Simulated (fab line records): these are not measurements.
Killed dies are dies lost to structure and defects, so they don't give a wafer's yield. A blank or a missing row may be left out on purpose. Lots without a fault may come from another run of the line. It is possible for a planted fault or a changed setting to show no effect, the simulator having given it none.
fab line records    flow berkeley_cmos170
record lots=14  wafers=42  last_day=14
route steps=331 shown NLDD@166 NSD@207 V1@268
lots untouched by any fault: they come from a run of this same line in which no faults occurred
start_h: start of the lot's first displayed wafer, in hours after the record's first day    wait_h: time in hours since the lot's previous step    " as in the row above    L1.1+2: several wafers, shown together as one row    - either no value or no given start    * or withheld: withheld    < > ~ a bound
route shown NAME@n: a module of which the file shows steps, and the number in the route of the first    usual: mean/standard deviation of fault-free wafers    same: alike in all rows    chamber/n: place in a boat    sites: the reading at each site    _std_site: standard deviation across them    _edge_site: mean of outer sites minus mean of inner sites    radius_mm: how far each site lies from the wafer's centre    mask NAME#n: copy n    behind: tool/chamber where the wafer was last shaped    hold: the reason the lot was held/the length of the hold in hours/how it ended    device: names the non-switching transistor (n, p or np)    end of line: the tests these same wafers got at the end of their route    a step without rows: its recipe alone    killed: dies lost to structure and defects at the first sort, not the wafer's yield    map: per-die view of a wafer (x killed, . not killed, _ where there is no die)
set.NAME: setting as actually run; set.NAME@STEP: the setting as run at that earlier step    model.NAME: the simulator's own value behind a step, which no gauge read
steps of the route over a sample of lots; a table a step, a row a wafer
services: a tool's chamber out of use, with start hour (start_h, from the record's first day; less than 0 if before it), hours out, and reason
## steps
# step UCB170_NLDD_IMPLANT_08
# recipe species=As  dose_cm2=5e+13  energy_kev=30  tilt_deg=7  rotation_deg=0
# usual tilt_deg=6.996/0.019
lot.wafer  tool          chamber  start_h  wait_h  tilt_deg
L887.2     implanter-03  0        141.37   0.0     7.012
L887.4     "             0        "        "       6.996
L887.6     "             0        "        "       6.972
L892.1     implanter-03  0        157.63   0.0     7.013
L892.5     "             0        "        "       7.002
L892.6     "             0        "        "       6.978
L891.1     implanter-02  0        157.87   0.0     6.974
L891.4     "             0        "        "       6.996
L891.5     "             0        "        "       6.998
L889.1     implanter-01  0        158.23   0.0     7.021
L889.2     "             0        "        "       7.004
L889.6     "             0        "        "       7.008
L896.1     implanter-01  0        168.95   0.0     7.009
L896.2     "             0        "        "       7.017
L896.4     "             0        "        "       6.990
L895.2     implanter-02  0        169.53   0.0     6.985
L895.3     "             0        "        "       6.997
L895.6     "             0        "        "       7.004
L893.2     implanter-03  0        174.35   0.0     7.012
L893.3     "             0        "        "       7.006
L893.4     "             0        "        "       7.054
L897.1     implanter-02  0        180.66   0.0     6.988
L897.4     "             0        "        "       6.998
L897.5     "             0        "        "       7.006
L898.1     implanter-02  0        195.51   0.0     7.439
L898.3     "             0        "        "       7.466
L898.4     "             0        "        "       7.450
L900.4     implanter-01  0        211.30   0.1     6.989
L900.5     "             0        "        "       7.017
L900.6     "             0        "        "       7.000
L902.1     implanter-01  0        212.21   0.0     6.987
L902.3     "             0        "        "       6.981
L902.6     "             0        "        "       7.008
L905.1     implanter-03  0        214.33   0.0     7.002
L905.3     "             0        "        "       6.994
L905.5     "             0        "        "       7.039
L903.1     implanter-02  0        214.89   0.0     7.443
L903.4     "             0        "        "       7.456
L903.6     "             0        "        "       7.447
L910.1     implanter-03  0        252.59   0.0     7.003
L910.5     "             0        "        "       6.975
L910.6     "             0        "        "       6.963
# step UCB170_NLDD_STRIP_10
# recipe chemistry=O2  power_w=400  pressure_mtorr=3500  platen_temp_c=withheld  o2_flow_sccm=400  overash_fraction=0.5
# usual drypump_motor_current_A=5.7/0.46  oes_product_au=0.734/0.0043  strip_time_to_endpoint_s=21.66/0.068
lot.wafer  tool             chamber  start_h  wait_h  drypump_motor_current_A  oes_product_au  rf_hours_counter_h  strip_time_to_endpoint_s
L887.2     plasma_asher-03  0        141.64   0.1     6.3                      0.732           2                   21.63
L887.4     "                1        "        "       5.6                      0.733           -                   21.61
L887.6     "                1        "        "       5.6                      0.745           -                   21.61
L892.1     plasma_asher-03  1        157.93   0.1     5.6                      0.733           3                   21.62
L892.5     "                0        "        "       6.3                      0.733           -                   21.61
L892.6     "                1        "        "       5.6                      0.737           -                   21.64
L891.1     plasma_asher-01  1        158.17   0.1     5.9                      0.731           39                  21.58
L891.4     "                0        "        "       5.0                      0.732           -                   21.65
L891.5     "                1        "        "       5.9                      0.737           -                   21.59
L889.1     plasma_asher-02  1        158.53   0.1     5.9                      0.735           45                  21.59
L889.2     "                0        "        "       5.1                      0.734           45                  21.66
L889.6     "                0        "        "       5.1                      0.739           -                   21.66
L896.1     plasma_asher-03  0        169.25   0.1     6.3                      0.733           5                   21.64
L896.2     "                1        "        "       5.6                      0.740           5                   21.59
L896.4     "                0        "        "       6.3                      0.738           -                   21.65
L895.2     plasma_asher-02  1        169.80   0.1     6.0                      0.731           46                  21.55
L895.3     "                1        "        "       6.0                      0.728           -                   21.50
L895.6     "                1        "        "       5.9                      0.735           -                   21.56
L893.2     plasma_asher-03  1        174.63   0.1     5.6                      0.735           5                   21.66
L893.3     "                0        "        "       6.3                      0.734           -                   21.63
L893.4     "                1        "        "       5.6                      0.743           -                   21.66
L897.1     plasma_asher-02  0        180.96   0.1     5.1                      0.728           47                  21.61
L897.4     "                1        "        "       5.9                      0.734           -                   21.63
L897.5     "                0        "        "       5.1                      0.736           -                   21.63
L898.1     plasma_asher-01  0        195.81   0.1     5.0                      0.737           43                  21.67
L898.3     "                0        "        "       5.1                      0.735           -                   21.67
L898.4     "                1        "        "       5.9                      0.727           -                   21.62
L900.4     plasma_asher-01  1        211.56   0.1     5.9                      0.734           -                   21.58
L900.5     "                1        "        "       5.9                      0.741           -                   21.57
L900.6     "                0        "        "       5.0                      0.736           -                   21.56
L902.1     plasma_asher-02  1        212.51   0.1     5.9                      0.734           51                  21.76
L902.3     "                0        "        "       5.1                      0.737           -                   21.66
L902.6     "                1        "        "       6.0                      0.735           -                   21.74
L905.1     plasma_asher-01  1        214.63   0.1     5.9                      0.741           45                  21.69
L905.3     "                0        "        "       5.0                      0.741           -                   21.66
L905.5     "                1        "        "       5.9                      0.743           -                   21.66
L903.1     plasma_asher-02  1        215.19   0.1     5.9                      0.733           51                  21.75
L903.4     "                1        "        "       6.0                      0.732           -                   21.71
L903.6     "                0        "        "       5.1                      0.732           -                   21.80
L910.1     plasma_asher-03  0        252.89   0.1     6.3                      0.738           15                  21.58
L910.5     "                0        "        "       6.3                      0.731           -                   21.65
L910.6     "                1        "        "       5.6                      0.733           -                   21.55
# step UCB170_SDANNEAL_RS_MEAS_03
# recipe thk_meas_gauge=four-point-probe
# usual NSD_RS=37.24/0.086
lot.wafer  tool           chamber  start_h  wait_h  NSD_RS[ohm/sq]
L887.2     film_metro-02  -        153.67   0.1     37.21
L887.4     "              -        "        "       37.30
L887.6     "              -        "        "       37.35
L892.1     film_metro-02  -        172.81   0.1     37.13
L892.5     "              -        "        "       37.11
L892.6     "              -        "        "       37.13
L891.1     film_metro-04  -        172.93   0.1     37.31
L891.4     "              -        "        "       37.27
L891.5     "              -        "        "       37.28
L889.1     film_metro-02  -        173.29   0.1     37.23
L889.2     "              -        "        "       37.19
L889.6     "              -        "        "       37.20
L895.2     film_metro-02  -        182.08   0.1     37.21
L895.3     "              -        "        "       37.25
L895.6     "              -        "        "       37.21
L896.1     film_metro-02  -        184.52   0.1     37.30
L896.2     "              -        "        "       37.33
L896.4     "              -        "        "       37.37
L893.2     film_metro-03  -        186.22   0.1     37.03
L893.3     "              -        "        "       37.17
L893.4     "              -        "        "       37.15
L897.1     film_metro-04  -        189.64   0.1     37.31
L897.4     "              -        "        "       37.32
L897.5     "              -        "        "       37.39
L898.1     film_metro-02  -        208.17   0.1     37.33
L898.3     "              -        "        "       37.22
L898.4     "              -        "        "       37.26
L900.4     film_metro-04  -        222.09   0.1     37.15
L900.5     "              -        "        "       37.09
L900.6     "              -        "        "       37.24
L902.1     film_metro-03  -        222.42   0.1     37.21
L902.3     "              -        "        "       37.18
L902.6     "              -        "        "       37.20
L905.1     film_metro-03  -        224.37   0.1     37.26
L905.3     "              -        "        "       37.17
L905.5     "              -        "        "       37.38
L903.1     film_metro-02  -        224.59   0.1     37.19
L903.4     "              -        "        "       37.18
L903.6     "              -        "        "       37.14
L910.1     film_metro-02  -        263.71   0.1     37.28
L910.5     "              -        "        "       37.09
L910.6     "              -        "        "       37.24
# step UCB170_V1_ETCH_14
# recipe chemistry=CHF3/CF4/Ar  target=SiO2  stop_on=Al  CHF3_flow_sccm=45  cf4_flow_sccm=15  Ar_flow_sccm=150  pressure_mtorr=200  rf_w=700  target_depth_a=12500  over_etch_frac=0.25  time_s=291
# usual drypump_motor_current_A=5.6/0.43  oes_product_au=0.870/0.015  throttle_valve_pct=6.96/0.13
lot.wafer  tool         chamber  start_h  wait_h  drypump_motor_current_A  oes_product_au  rf_hours_counter_h  throttle_valve_pct
L887.2     rie_diel-01  0        172.43   0.0     5.4                      0.872           121                 7.17
L887.4     "            2        "        "       6.2                      0.871           1                   7.00
L887.6     "            0        "        "       5.4                      0.864           -                   7.18
L892.1     rie_diel-04  2        192.65   0.0     6.3                      0.839           20                  7.00
L892.5     "            1        "        "       5.6                      0.890           -                   6.98
L892.6     "            2        "        "       6.3                      0.854           -                   6.99
L891.1     rie_diel-02  2        193.27   0.0     5.9                      0.850           114                 7.01
L891.4     "            0        "        "       5.8                      0.862           135                 6.76
L891.5     "            2        "        "       5.8                      0.851           -                   7.00
L889.1     rie_diel-04  2        193.92   0.0     6.3                      0.849           20                  6.97
L889.2     "            1        "        "       5.6                      0.894           16                  6.97
L889.6     "            1        "        "       5.6                      0.888           -                   6.97
L895.2     rie_diel-04  2        197.13   0.0     6.3                      0.855           20                  6.98
L895.3     "            1        "        "       5.6                      0.886           16                  6.95
L895.6     "            0        "        "       5.1                      0.883           -                   6.95
L896.1     rie_diel-01  0        197.37   0.0     5.4                      0.867           122                 7.18
L896.2     "            3        "        "       4.9                      0.855           41                  6.76
L896.4     "            1        "        "       5.6                      0.856           37                  6.78
L893.2     rie_diel-02  0        200.64   0.0     5.7                      0.868           136                 6.77
L893.3     "            3        "        "       5.1                      0.870           5                   6.95
L893.4     "            2        "        "       5.9                      0.854           114                 7.01
L897.1     rie_diel-01  1        205.61   0.0     5.6                      0.861           38                  6.78
L897.4     "            3        "        "       4.8                      0.848           41                  6.75
L897.5     "            0        "        "       5.4                      0.860           -                   7.16
L898.1     rie_diel-02  3        225.81   0.0     5.1                      0.876           6                   6.94
L898.3     "            1        "        "       5.6                      0.896           103                 7.02
L898.4     "            2        "        "       5.9                      0.861           116                 7.00
L900.4     rie_diel-01  0        237.99   0.0     5.4                      0.869           123                 7.18
L900.5     "            0        "        "       5.4                      0.871           -                   7.17
L900.6     "            1        "        "       5.6                      0.867           -                   6.78
L902.1     rie_diel-02  3        239.06   0.0     5.1                      0.861           7                   6.95
L902.3     "            0        "        "       5.7                      0.866           138                 6.77
L902.6     "            0        "        "       5.7                      0.864           -                   6.77
L903.1     rie_diel-02  0        239.52   0.0     5.6                      0.860           138                 6.78
L903.4     "            2        "        "       5.8                      0.854           116                 7.00
L903.6     "            1        "        "       5.6                      0.888           -                   7.02
L905.1     rie_diel-04  2        239.76   0.0     6.3                      0.856           23                  6.98
L905.3     "            0        "        "       5.1                      0.885           72                  6.95
L905.5     "            3        "        "       5.5                      0.880           -                   7.15
L910.1     rie_diel-04  1        280.17   0.0     5.6                      0.895           20                  6.96
L910.5     "            3        "        "       5.5                      0.872           -                   7.14
L910.6     "            2        "        "       6.3                      0.846           -                   6.99
## services
tool             chamber  start_h  hours  kind
plasma_asher-03  0        117.75   -      clean
plasma_asher-03  1        117.75   -      clean
rie_diel-01      2        117.94   2.8    repair
plasma_asher-03  -        119.43   0.4    repair
implanter-03     -        126.12   4.0    repair
rie_diel-04      1        137.11   4.8    repair
plasma_asher-02  -        141.93   2.8    pm
rie_diel-04      -        145.61   0.8    repair
rie_diel-04      2        149.16   10.8   repair
implanter-02     -        149.55   4.5    pm
implanter-03     -        168.76   2.2    repair
rie_diel-04      -        169.41   0.5    repair
rie_diel-01      3        175.37   2.2    repair
implanter-02     -        183.54   3.2    pm
rie_diel-02      -        196.59   0.4    repair
rie_diel-04      1        200.16   6.3    repair
rie_diel-01      0        214.27   6.6    repair
plasma_asher-01  -        229.93   2.0    repair
implanter-03     -        231.58   1.5    repair
plasma_asher-01  -        257.97   0.5    repair
rie_diel-02      3        258.52   10.3   repair
rie_diel-02      2        260.67   5.2    repair
plasma_asher-03  -        264.71   14.6   pm
implanter-03     -        267.36   3.3    repair
## key
first_sign step=UCB170_NLDD_IMPLANT_08  reading=tilt_deg  direction=up  sigmas=24  usual=6.996  struck=7.450
effect none on later readings
met_at UCB170_NLDD_IMPLANT_08
struck_lots L898,L903
tester_left_out L898,L903
not_acting_at UCB170_NLDD_STRIP_10,UCB170_SDANNEAL_RS_MEAS_03,UCB170_V1_ETCH_14
onset_between 180.66 195.51
fault kind=process_parameter_drift  tool=implanter-02  chamber=-  onset_h=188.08  steps=UCB170_NLDD_IMPLANT_08  channel=tilt_deg  offset=0.47599  shape=step  end_h=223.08  acts_in=these_recipes_only  stated=7
# tester_left_out: of these lots the tester's yield and bins aren't shown, on N5 and GAA mostly nor the transistor test; their killed dies are dies lost to structure and defects alone, not to doping, threshold or leakage, so they don't give the yield
